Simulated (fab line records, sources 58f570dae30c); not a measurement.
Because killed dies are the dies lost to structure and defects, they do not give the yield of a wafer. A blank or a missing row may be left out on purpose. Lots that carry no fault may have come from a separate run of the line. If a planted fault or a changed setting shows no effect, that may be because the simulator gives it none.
2 desks, one fault || flow berkeley cmos170 || what lay behind the numbers comes last; until then each desk has only its own

## AT THE TOOL OWNER'S DESK: furnace-01
The tool's own readings at UCB170_FIELD_OXIDATION_01 (target thk 558.3 nm, ox time 7200 s): means of the sampled wafers that have a number, for each lot that ran on this tool. The brackets show how far a lot's mean lies from the usual mean; more than 4 standard deviations puts the lot out of limits, marked OUT.
Columns: A = spike tc centre C at UCB170_FIELD_OXIDATION_01, usual 1002.0 C; B = spike tc load C at UCB170_FIELD_OXIDATION_01, usual 1022.7 C; C = tube center temp C at UCB170_FIELD_OXIDATION_01, usual 1000 C; D = tube_center_temp_C_max at UCB170_FIELD_OXIDATION_01, usual 1002.5
{"lot": "L557", "first seen here": "day 6 12:59", "A": 1000.6, "B": 1024.0, "C": 1000, "D": 1002.4}
{"lot": "L558", "first seen here": "day 6 12:59", "A": 1000.9, "B": 1023.7, "C": 1000, "D": 1002.7}
{"lot": "L559", "first seen here": "day 6 12:59", "A": 1002.1, "B": 1025.0, "C": 1000, "D": 1002.4}
{"lot": "L560", "first seen here": "day 6 12:59", "A": 1000.6, "B": 1025.0, "C": 1000, "D": 1002.8}
{"lot": "L561", "first seen here": "day 7 09:52", "A": "1009.7 (+6.4) OUT", "B": "1033.0 (+5.4) OUT", "C": "1008 (+91) OUT", "D": "1010.3 (+19) OUT"}
{"lot": "L562", "first seen here": "day 7 09:52", "A": "1008.8 (+5.7) OUT", "B": "1033.2 (+5.5) OUT", "C": "1008 (+91) OUT", "D": "1010.4 (+19) OUT"}
{"lot": "L563", "first seen here": "day 7 09:52", "A": "1010.3 (+6.9) OUT", "B": "1033.1 (+5.5) OUT", "C": "1008 (+90) OUT", "D": "1010.1 (+18) OUT"}
Finding of this desk: L561, L562, L563 out of limits; the first was L561 at day 7 09:52, on spike tc centre C at UCB170_FIELD_OXIDATION_01. Within limits: L557, L558, L559, L560.

## AT THE METROLOGY DESK
What the gauges read, lot by lot, whatever tool the lot ran on: means of the sampled wafers that have a number. The brackets show how far a lot's mean lies from the usual mean; more than 4 standard deviations puts the lot out of limits, marked OUT.
Columns: A = NWELL_OVL at UCB170_NWELL_OVL_MEAS_12, usual -2 nm; B = PWELL_OVL at UCB170_PWELL_OVL_MEAS_13, usual -3 nm; C = FIELD_OXIDE_THK at UCB170_FIELD_THK_MEAS_02, usual 560 nm; D = FIELD_OXIDE_LEFT_1_THK at UCB170_FIELD_THK_MEAS_90, usual 443 nm; E = NVT_OVL at UCB170_NVT_OVL_MEAS_06, usual 1 nm; F = FIELD_OXIDE_LEFT_2_THK at UCB170_FIELD_THK_MEAS_91, usual 355 nm
{"lot": "L548", "first seen here": "day 2 17:10", "A": -3, "B": 3, "C": 553, "D": 437, "E": -2, "F": 348}
{"lot": "L549", "first seen here": "day 2 17:26", "A": -2, "B": -5, "C": 550, "D": 432, "E": -6, "F": 346}
{"lot": "L552", "first seen here": "day 3 08:49", "A": -5, "B": -4, "C": 559, "D": 443, "E": 1, "F": 355}
{"lot": "L556", "first seen here": "day 4 03:01", "A": -5, "B": 3, "C": 564, "D": 447, "E": 0, "F": 359}
{"lot": "L557", "first seen here": "day 4 10:48", "A": -9, "B": -3, "C": 570, "D": 452, "E": 6, "F": 364}
{"lot": "L559", "first seen here": "day 4 15:34", "A": 2, "B": -10, "C": 557, "D": 441, "E": 2, "F": 352}
{"lot": "L558", "first seen here": "day 4 15:41", "A": 2, "B": 0, "C": 569, "D": 452, "E": 8, "F": 364}
{"lot": "L560", "first seen here": "day 4 20:00", "A": -7, "B": 6, "C": 560, "D": 442, "E": -0, "F": 355}
{"lot": "L561", "first seen here": "day 5 06:29", "A": -3, "B": -10, "C": 589, "D": 473, "E": 1, "F": 385}
{"lot": "L562", "first seen here": "day 5 07:13", "A": 1, "B": -3, "C": "599 (+4.2) OUT", "D": "482 (+4.3) OUT", "E": 10, "F": "392 (+4.1) OUT"}
{"lot": "L563", "first seen here": "day 5 12:04", "A": -2, "B": -5, "C": 581, "D": 464, "E": -5, "F": 374}
{"lot": "L566", "first seen here": "day 6 02:40", "A": -5, "B": -7, "C": 560, "D": 443, "E": -3, "F": 354}
{"lot": "L567", "first seen here": "day 6 06:44", "A": 3, "B": -3, "C": 547, "D": 431, "E": -5, "F": 343}
{"lot": "L568", "first seen here": "day 6 20:16", "A": -1, "B": 0, "C": 553, "D": 436, "E": -6, "F": 348}
{"lot": "L570", "first seen here": "day 6 23:02", "A": -15, "B": -2, "C": 555, "D": 438, "E": -2, "F": 350}
This desk's result: L562 out of limits, first on L562 (FIELD_OXIDE_THK at UCB170_FIELD_THK_MEAS_02), day 7 12:53. Within limits: L548, L549, L552, L556, L557, L559, L558, L560, L561, L563, L566, L567, L568, L570.

## TAKEN TOGETHER
The tool owner's desk could have raised an alarm at day 7 09:52, on L561, L562, L563.
On L562, the metrology desk was in a position to raise an alarm at day 7 12:53.
The metrology desk has L561, L563 on record, within its limits.
All the named lots went through UCB170_FIELD_OXIDATION_01 on furnace-01.

## WHAT THE SIMULATOR HAD INSERTED
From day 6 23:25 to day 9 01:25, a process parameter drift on furnace-01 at UCB170_FIELD_OXIDATION_01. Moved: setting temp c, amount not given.
Struck lots among those shown: L561, L562, L563.
Time in hours from fault onset to the first out-of-limits reading at each desk: tool owner's desk 10, metrology desk 13.
